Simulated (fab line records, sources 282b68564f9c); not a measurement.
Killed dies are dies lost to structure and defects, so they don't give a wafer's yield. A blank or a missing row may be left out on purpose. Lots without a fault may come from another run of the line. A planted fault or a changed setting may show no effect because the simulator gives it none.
A struck lot beside a sound one | flow rit_cmos | 20 steps out of a route of 202
Sound: wafers L295.2, L295.3, L295.5. Struck: wafers L298.2, L298.4, L298.5. The cause comes at the end.
At each step with rows: each side's tool, then ch and its chambers, then its first start. Under that, the readings that differ: sound wafers | struck wafers | difference of the means | sigmas: that difference in standard deviations of wafers without a fault.
alike: readings whose means differ by less than 2 such deviations, and words and numbers that are the same on both sides. not compared: withheld readings, readings that some wafer has no value for, bounds like >300 that may hide the same value, and numbers for which the record gives no deviation and whose values overlap.
The two part at a step that has a row with sigmas, a row that says differs or no value, or rows on one side only. Numbers that don't overlap but have no deviation are shown without sigmas and don't part them. A reading that every wafer of one side lacks parts them only if that side has two wafers or more.

first, 2 steps without rows for these wafers: RIT_NWELL_HARDBAKE_07 (time 120 s); RIT_NWELL_IMPLANT_08.
RIT_NWELL_STRIP_09: strips in O2, time 180 s.
  sound on plasma_asher-01 ch 0, day 3 05:29; struck on plasma_asher-03 ch 0,1, day 3 17:38
  alike: drypump_motor_current_A
  not compared: rf_hours_counter_h
RIT_NWELL_TW_MEAS_10:
  sound on film_metro-04, day 3 05:40; struck on film_metro-01, day 3 17:49
  alike: NWELL_TW
then, 6 steps without rows for these wafers: RIT_PWELL_HMDS_00 (prime time 60 s); RIT_PWELL_COAT_01 (resist thk 1300 nm); RIT_PWELL_SOFTBAKE_02 (time 60 s); RIT_PWELL_EXPOSE_03 (exposes mask M3, target cd 43700 nm); RIT_PWELL_PEB_04; RIT_PWELL_DEVELOP_05 (develop time 68 s).
RIT_PWELL_OVL_MEAS_06:
  sound on overlay-02, day 3 06:44; struck on overlay-01, day 3 18:45
  alike: PWELL_OVL
then, 1 step without rows for these wafers: RIT_PWELL_HARDBAKE_07 (time 120 s).
RIT_PWELL_IMPLANT_08:
  sound on implanter-02 ch 0, day 3 07:04; struck on implanter-02 ch 0, day 3 19:03
  reading            | sound                         | struck                        | difference | sigmas
  dose_ions_cm2      | 6.986e+13 6.992e+13 7.003e+13 | 9.094e+13 9.105e+13 9.091e+13 | +2.103e+13 | +99 or more
  faraday_current_uA | 226 223 226                   | 286 287 283                   | +60        | +15
RIT_PWELL_STRIP_09: strips in O2, time 180 s.
  sound on plasma_asher-04 ch 0,1, day 3 07:11; struck on plasma_asher-04 ch 0, day 3 19:11
  alike: drypump_motor_current_A
  not compared: rf_hours_counter_h
RIT_PWELL_TW_MEAS_10:
  sound on film_metro-01, day 3 07:22; struck on film_metro-04, day 3 19:22
  reading  | sound       | struck         | difference | sigmas
  PWELL_TW | 959 962 956 | 1033 1035 1030 | +74        | +11
then, 1 step without rows for these wafers: RIT_WELLDRIVE_ANNEAL_00 (time 14700 s).
RIT_WELLDRIVE_RS_MEAS_01: measures by four-point-probe.
  sound on film_metro-02, day 3 12:31; struck on film_metro-04, day 4 01:22
  alike: NWELL_RS
RIT_WELLDRIVE_RS_MEAS_02: measures by four-point-probe.
  sound on film_metro-02, day 3 12:38; struck on film_metro-04, day 4 01:29
  reading           | sound             | struck            | difference | sigmas
  PWELL_RS (ohm/sq) | 429.1 428.2 429.4 | 364.3 364.6 365.1 | -64.2      | -58
then, 1 step without rows for these wafers: RIT_NRETRO_HMDS_00 (prime time 60 s).
RIT_M1_PROBE_99:
  sound on prober-02, day 4 18:09; struck on prober-01, day 5 05:33
  reading                             | sound             | struck            | difference | sigmas
  model.etest.nmos_0p3.r_on_ohm_um    | 2158 2142 2132    | 2327 2378 2359    | +211       |
  model.etest.nmos_0p15.r_on_ohm_um   | 1107 1110 1097    | 1181 1190 1198    | +85        |
  model.etest.pwell_pinched.rs_ohm_sq | 450.4 449.9 450.3 | 383.1 380.6 381.5 | -68.5      |
  model.etest.pwell.rs_ohm_sq         | 407.1 404.2 404.3 | 350.1 347 348.4   | -56.7      |
  model.etest.nmos_turned.drive_ua_um | 326.2 336.9 335.6 | 241.4 244.9 248.4 | -88.0      |
  model.etest.nmos_0p15.drive_ua_um   | 478.5 476.3 477.7 | 414.4 415 409.4   | -64.6      |
  model.etest.nmos_narrow.drive_ua_um | 228.3 228.1 228.6 | 192.5 185.2 187.3 | -40.0      |
  model.etest.nmos_0p3.drive_ua_um    | 222.2 226 223.3   | 192.7 186.6 187.1 | -35.0      |
  alike: killed_at_M0_to_M3, killed_at_contacts, killed_at_front_end, killed_dies, killed_open, killed_short

WHERE THEY PART
First at RIT_PWELL_IMPLANT_08; last, within this record, at RIT_WELLDRIVE_RS_MEAS_02. Later steps at which nothing parts them and some readings are alike: RIT_M1_PROBE_99.

WHY: what the simulator had put in
Process parameter drift: implanter-02, from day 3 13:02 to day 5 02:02, at RIT_PWELL_IMPLANT_08. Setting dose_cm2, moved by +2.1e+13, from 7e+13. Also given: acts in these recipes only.
